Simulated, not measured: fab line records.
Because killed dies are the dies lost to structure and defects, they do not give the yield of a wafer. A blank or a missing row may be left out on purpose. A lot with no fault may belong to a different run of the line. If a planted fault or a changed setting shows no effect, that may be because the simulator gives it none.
2 desks, one fault -- flow berkeley-cmos170 -- only its own numbers are on each desk; what lay behind them is given at the end

== THE METROLOGY DESK ==
What the gauges read, lot by lot, whatever tool the lot ran on: means of the sampled wafers that have a number. A lot is out of limits, marked OUT, if its mean lies more than 4 standard deviations from the usual mean; the brackets give that distance.
Columns: A = V1_BOW at UCB170_V1_BOW_MEAS_03, usual 19 um; B = V1_POLISHED_THK at UCB170_V1_THK_MEAS_04, usual 999.8 nm; C = cd-nm at UCB170_M2_CD_MEAS_90, usual 701.5 nm
lot,first seen here,A,B,C
L324,day 6 22:59,16,999.6,705.0
L326,day 7 08:43,18,998.9,704.3
L327,day 8 02:22,23,1000.5,701.2
L329,day 8 06:20,12,998.7,701.9
L332,day 8 06:20,18,999.4,703.2
L333,day 8 17:41,23,1000.7,702.3
L330,day 8 17:44,22,998.9,702.4
L334,day 8 17:59,14,999.4,700.3
L335,day 9 09:20,18,999.9,704.0
L336,day 9 14:56,16,1001.5,704.0
L337,day 9 15:02,28,999.8,697.7
L339,day 11 00:02,22,999.6,697.5
L346,day 12 02:20,18,999.4,702.3
This desk's verdict: no lot among the 13 shows anything out of limits.

== THE TOOL OWNER'S DESK: rie-metal-02 ==
The tool's own readings at UCB170_M2_METAL_ETCH_18 (etches Al in Cl2/BCl3, stops on SiO2, target depth 1170 nm, time 195 s): means of the sampled wafers that have a number, for each lot that ran on this tool. A lot is out of limits, marked OUT, if its mean lies more than 4 standard deviations from the usual mean; the brackets give that distance.
Columns: A = chamber-pressure-mTorr at UCB170_M2_METAL_ETCH_18, usual 12.000 mTorr; B = drypump-motor-current-A at UCB170_M2_METAL_ETCH_18, usual 5.72 A; C = oes-product-au at UCB170_M2_METAL_ETCH_18, usual 0.854 a.u.; D = throttle-valve-pct at UCB170_M2_METAL_ETCH_18, usual 24.27 %
lot,first seen here,A,B,C,D
L324,day 7 04:07,12.002,5.45,0.858,24.21
L326,day 7 15:36,12.005,5.53,0.860,24.17
L329,day 8 11:26,12.011,5.52,0.850,24.18
L334,day 8 22:07,11.997,5.52,0.860,24.17
L335,day 9 13:29,12.000,5.45,0.861,24.20
L339,day 11 08:56,11.998,5.52,0.805 (-4.1) OUT,24.21
This desk finds L339 out of limits, L339 being first, at day 11 08:56 (oes-product-au at UCB170_M2_METAL_ETCH_18). In limits: L324, L326, L329, L334, L335.

== TAKEN TOGETHER ==
On L339, at day 11 08:56, an alarm was possible from the tool owner's desk.
At the metrology desk, nothing out of limits was observed.
The metrology desk holds a record of L339, inside its limits.
Every lot named ran UCB170_M2_METAL_ETCH_18 on rie-metal-02.

== WHAT THE SIMULATOR HAD PUT IN ==
rie-metal-02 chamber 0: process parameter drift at UCB170_M2_METAL_ETCH_18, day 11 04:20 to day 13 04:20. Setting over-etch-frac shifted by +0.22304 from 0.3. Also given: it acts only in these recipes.
Struck lots among those shown: L339.
Each desk's first reading out of limits, in hours after the fault started: the tool owner's desk, 5.
